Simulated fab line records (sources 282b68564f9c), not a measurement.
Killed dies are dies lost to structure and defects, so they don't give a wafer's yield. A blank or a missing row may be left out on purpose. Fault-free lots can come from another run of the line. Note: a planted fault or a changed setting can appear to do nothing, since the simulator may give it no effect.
Which tool was responsible? -- flow ritCmos -- 14 lots with 42 wafers sampled at 5 steps, on a route of 202 steps

## WHAT THE GAUGES READ, wafer by wafer
RIT_PLDD_OVL_MEAS_06. Usual: PLDD_OVL -0.3 nm, standard deviation 1.5.
lot,measured,on,PLDD_OVL (nm),flag
L562,day 3 00:02,overlay-02,-1.0 -1.5 -3.2,
L563,day 3 03:05,overlay-02,2.2 -1.0 0.1,
L564,day 3 07:04,overlay-02,1.1 -0.6 0.0,
L567,day 3 22:14,overlay-02,-1.6 -1.4 -0.3,
L568,day 4 03:32,overlay-02,0.4 1.6 -1.6,
L570,day 4 12:23,overlay-02,1.0 2.3 1.2,
L574,day 5 08:23,overlay-02,1.6 1.3 0.3,
L577,day 6 00:28,overlay-01,-0.9 -1.6 -2.6,
L578,day 6 04:34,overlay-01,0.0 0.0 1.3,
L579,day 6 08:34,overlay-01,-1.9 -4.2 -2.3,
L581,day 6 18:19,overlay-01,-1.9 -0.2 -2.3,
L582,day 6 23:28,overlay-02,-1.3 -1.7 -0.7,
L583,day 7 04:40,overlay-01,-0.7 0.5 -0.9,
L585,day 7 14:32,overlay-01,-1.0 1.4 0.5,

RIT_NSD_TW_MEAS_10. Usual: NSD_TW 3129, standard deviation 32.
lot,measured,on,NSD_TW,flag
L562,day 3 04:38,filmMetro-04,3194 3173 3163,
L563,day 3 07:42,filmMetro-04,3181 3173 3171,
L564,day 3 11:40,filmMetro-04,3173 3171 3165,
L567,day 4 02:44,filmMetro-01,30 30 30 30 30 30,OFF
L568,day 4 08:07,filmMetro-01,30 30 30 30 30 30,OFF
L570,day 4 17:00,filmMetro-04,3154 3167 3159,
L574,day 5 12:56,filmMetro-01,3088 3085 3097,
L577,day 6 05:07,filmMetro-02,3153 3145 3135,
L578,day 6 09:08,filmMetro-01,3089 3097 3101,
L579,day 6 13:15,filmMetro-01,3108 3097 3092,
L581,day 6 22:59,filmMetro-01,3102 3088 3083,
L582,day 7 04:01,filmMetro-04,3178 3179 3168,
L583,day 7 09:07,filmMetro-01,3093 3085 3074,
L585,day 7 18:58,filmMetro-02,3144 3147 3125,

## EACH LOT AND THE TOOL THAT RAN IT (in order: tool; ch and the chambers of the sampled wafers; start)
lot,RIT_NRETRO_STRIP_09,RIT_GATE_STRIP_20,RIT_NSD_IMPLANT_08
L562,"plasmaAsher-02 ch 0,1, day 2 11:29","plasmaAsher-04 ch 0,1, day 2 18:27","implanter-01 ch 0, day 3 04:20"
L563,"plasmaAsher-04 ch 1, day 2 13:00","plasmaAsher-04 ch 0,1, day 2 20:12","implanter-04 ch 0, day 3 07:23"
L564,"plasmaAsher-01 ch 0,1, day 2 16:30","plasmaAsher-01 ch 0,1, day 3 01:14","implanter-03 ch 0, day 3 11:20"
L567,"plasmaAsher-02 ch 0,1, day 3 07:28","plasmaAsher-04 ch 0,1, day 3 15:24","implanter-04, day 4 02:25"
L568,"plasmaAsher-02 ch 0,1, day 3 13:30","plasmaAsher-04 ch 0,1, day 3 20:47","implanter-01, day 4 07:48"
L570,"plasmaAsher-04 ch 0,1, day 3 23:21","plasmaAsher-04 ch 0,1, day 4 06:22","implanter-01 ch 0, day 4 16:42"
L574,"plasmaAsher-02 ch 0,1, day 4 19:10","plasmaAsher-03 ch 0,1, day 5 02:28","implanter-01 ch 0, day 5 12:37"
L577,"plasmaAsher-04 ch 0,1, day 5 10:42","plasmaAsher-03 ch 0,1, day 5 17:27","implanter-04 ch 0, day 6 04:47"
L578,"plasmaAsher-01 ch 0,1, day 5 14:17","plasmaAsher-03 ch 0,1, day 5 22:56","implanter-03 ch 0, day 6 08:50"
L579,"plasmaAsher-01 ch 0,1, day 5 18:16","plasmaAsher-01 ch 0,1, day 6 02:16","implanter-03 ch 0, day 6 12:55"
L581,"plasmaAsher-01 ch 0, day 6 05:33","plasmaAsher-01 ch 0,1, day 6 12:17","implanter-01 ch 0, day 6 22:41"
L582,"plasmaAsher-04 ch 0,1, day 6 10:19","plasmaAsher-03 ch 0,1, day 6 17:02","implanter-01 ch 0, day 7 03:42"
L583,"plasmaAsher-01 ch 0,1, day 6 15:28","plasmaAsher-03 ch 0,1, day 6 23:06","implanter-04 ch 0, day 7 08:47"
L585,"plasmaAsher-01 ch 0,1, day 7 00:16","plasmaAsher-04 ch 0,1, day 7 08:51","implanter-04 ch 0, day 7 18:38"
- RIT_NRETRO_STRIP_09: strips in O2, time 180 s.
- RIT_GATE_STRIP_20: strips in O2, time 180 s.
- RIT_NSD_IMPLANT_08

## WHAT THE TOOLS THEMSELVES READ (means of the sampled wafers that have a number; where no wafer has one, the mark that the record gives instead)
RIT_NRETRO_STRIP_09. Usual: 5.6 A for drypumpMotorCurrentA, sd 0.44.
lot,tool,drypumpMotorCurrentA (A),flag
L562,plasmaAsher-02,6.0,
L563,plasmaAsher-04,6.0,
L564,plasmaAsher-01,5.7,
L567,plasmaAsher-02,6.0,
L568,plasmaAsher-02,5.8,
L570,plasmaAsher-04,5.7,
L574,plasmaAsher-02,5.9,
L577,plasmaAsher-04,5.4,
L578,plasmaAsher-01,5.7,
L579,plasmaAsher-01,5.7,
L581,plasmaAsher-01,5.0,
L582,plasmaAsher-04,5.7,
L583,plasmaAsher-01,5.7,
L585,plasmaAsher-01,5.7,

RIT_GATE_STRIP_20. Usual: 5.6 A for drypumpMotorCurrentA, sd 0.39.
lot,tool,drypumpMotorCurrentA (A),flag
L562,plasmaAsher-04,5.4,
L563,plasmaAsher-04,5.7,
L564,plasmaAsher-01,5.7,
L567,plasmaAsher-04,5.4,
L568,plasmaAsher-04,5.4,
L570,plasmaAsher-04,5.4,
L574,plasmaAsher-03,5.7,
L577,plasmaAsher-03,5.7,
L578,plasmaAsher-03,5.7,
L579,plasmaAsher-01,5.7,
L581,plasmaAsher-01,5.7,
L582,plasmaAsher-03,5.7,
L583,plasmaAsher-03,5.7,
L585,plasmaAsher-04,5.4,

RIT_NSD_IMPLANT_08. Usual: beamEnergyKeV 25.002, standard deviation 0.0078; beamOnS 9.99 s, standard deviation 0.21; faradayCurrentUA 3136, standard deviation 63; tiltDeg 6.994 degrees, standard deviation 0.019.
lot,tool,beamEnergyKeV,beamOnS (s),faradayCurrentUA,tiltDeg (degrees),flag
L562,implanter-01,24.999,9.87,3169,7.014,
L563,implanter-04,24.996,10.12,3088,7.005,
L564,implanter-03,25.002,10.01,3124,6.977,
L567,implanter-04,-,-,-,-,OFF
L568,implanter-01,-,-,-,-,OFF
L570,implanter-01,25.002,9.88,3166,7.008,
L574,implanter-01,25.002,10.12,3090,7.018,
L577,implanter-04,25.007,10.00,3132,7.000,
L578,implanter-03,25.000,9.82,3189,6.981,
L579,implanter-03,24.997,10.01,3136,6.989,
L581,implanter-01,25.005,10.01,3127,6.989,
L582,implanter-01,25.004,10.14,3090,6.990,
L583,implanter-04,25.007,10.24,3060,6.995,
L585,implanter-04,25.012,10.14,3086,7.012,

## THE ANSWER, worked out from the rows above alone
Rule: lot off if the mean of its wafers having a number is beyond 3 standard deviations from the usual mean. A lot without any number at a reading at which 4 lots or more have one is off too. The other lots that the step has rows for count as sound. The gauges are gone through in route order, then the tools' own readings, and for those a lot's mean is taken as printed above. The first step at which some lot is off is used, and at that step the reading that is off furthest; a lot without a number counts as furthest.
Off: L567, L568, seen at RIT_NSD_TW_MEAS_10 (NSD_TW).
If a tool, at a process step before that reading, ran all the lots that are off and no sound lot after the first of them, it fits. Not tried: the gauges at RIT_NSD_TW_MEAS_10; whatever is off there is also off at RIT_NSD_IMPLANT_08, on other tools, and gauge error can't account for it. Not one of the candidates tried fits.

## WHAT THE SIMULATOR HAD INSERTED
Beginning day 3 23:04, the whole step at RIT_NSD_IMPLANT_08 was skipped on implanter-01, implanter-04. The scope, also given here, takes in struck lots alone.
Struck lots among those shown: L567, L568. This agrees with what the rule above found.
